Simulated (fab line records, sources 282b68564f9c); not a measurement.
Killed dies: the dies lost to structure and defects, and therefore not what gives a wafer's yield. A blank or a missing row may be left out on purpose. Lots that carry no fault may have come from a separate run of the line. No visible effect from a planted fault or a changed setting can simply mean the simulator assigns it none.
Which of the tools did it?    flow rit-cmos    14 lots, 42 wafers sampled, at 1 step of a route of 202

## WHAT THE GAUGES SHOWED, per wafer
The record lacks any reading of a measuring or inspecting step that a usual standard deviation could be used to judge.

## TOOL THAT RAN EACH LOT (tool first, then ch and the chambers of the sampled wafers, then the start)
lot   RIT_CONTACT_PEB_06
L333  litho-track-04 ch 0, day 3 02:29
L334  litho-track-02 ch 0, day 3 07:59
L335  litho-track-04 ch 0, day 3 14:09
L338  litho-track-04 ch 0, day 4 03:32
L339  litho-track-04 ch 0, day 4 10:00
L340  litho-track-04 ch 0, day 4 15:04
L342  litho-track-03 ch 0, day 5 01:45
L347  litho-track-03, day 6 07:17
L348  litho-track-04, day 6 10:55
L349  litho-track-02 ch 0, day 6 21:07
L353  litho-track-04 ch 0, day 7 14:34
L354  litho-track-03 ch 0, day 7 19:34
L355  litho-track-04 ch 0, day 8 00:12
L356  litho-track-03 ch 0, day 8 04:17
- RIT_CONTACT_PEB_06

## AS READ BY THE TOOLS THEMSELVES (means over the sampled wafers that have a number; for cases with no such wafer, the mark the record gives instead)
RIT_CONTACT_PEB_06. Usual: exhaust-pa reads 44.9 Pa (standard deviation 0.91).
lot   tool            exhaust-pa (Pa)  flag
L333  litho-track-04  45.1             
L334  litho-track-02  44.5             
L335  litho-track-04  44.7             
L338  litho-track-04  45.0             
L339  litho-track-04  44.6             
L340  litho-track-04  44.9             
L342  litho-track-03  43.9             
L347  litho-track-03  -                OFF
L348  litho-track-04  -                OFF
L349  litho-track-02  45.0             
L353  litho-track-04  44.8             
L354  litho-track-03  44.9             
L355  litho-track-04  45.3             
L356  litho-track-03  43.7             

## THE ANSWER, worked out from the rows above alone
Rule: lot off if the mean of its wafers having a number is beyond 3 standard deviations from the usual mean. A lot without any number at a reading at which 4 lots or more have one is off too. Any other lot the step has rows for is counted as sound. The gauges are gone through in route order, then the tools' own readings, and for those a lot's mean is taken as printed above. At the first step where some lot is off, the reading lying furthest off is the one used; lots without a number count as furthest.
Off: L347, L348, at RIT_CONTACT_PEB_06 (exhaust-pa). Without a number there: L347, L348.
If a tool, at that step or one of the process steps before it, ran each lot that is off and ran no sound lot following the first of them, it fits. Of those tried, none fits.

## WHAT HAD BEEN PUT IN BY THE SIMULATOR
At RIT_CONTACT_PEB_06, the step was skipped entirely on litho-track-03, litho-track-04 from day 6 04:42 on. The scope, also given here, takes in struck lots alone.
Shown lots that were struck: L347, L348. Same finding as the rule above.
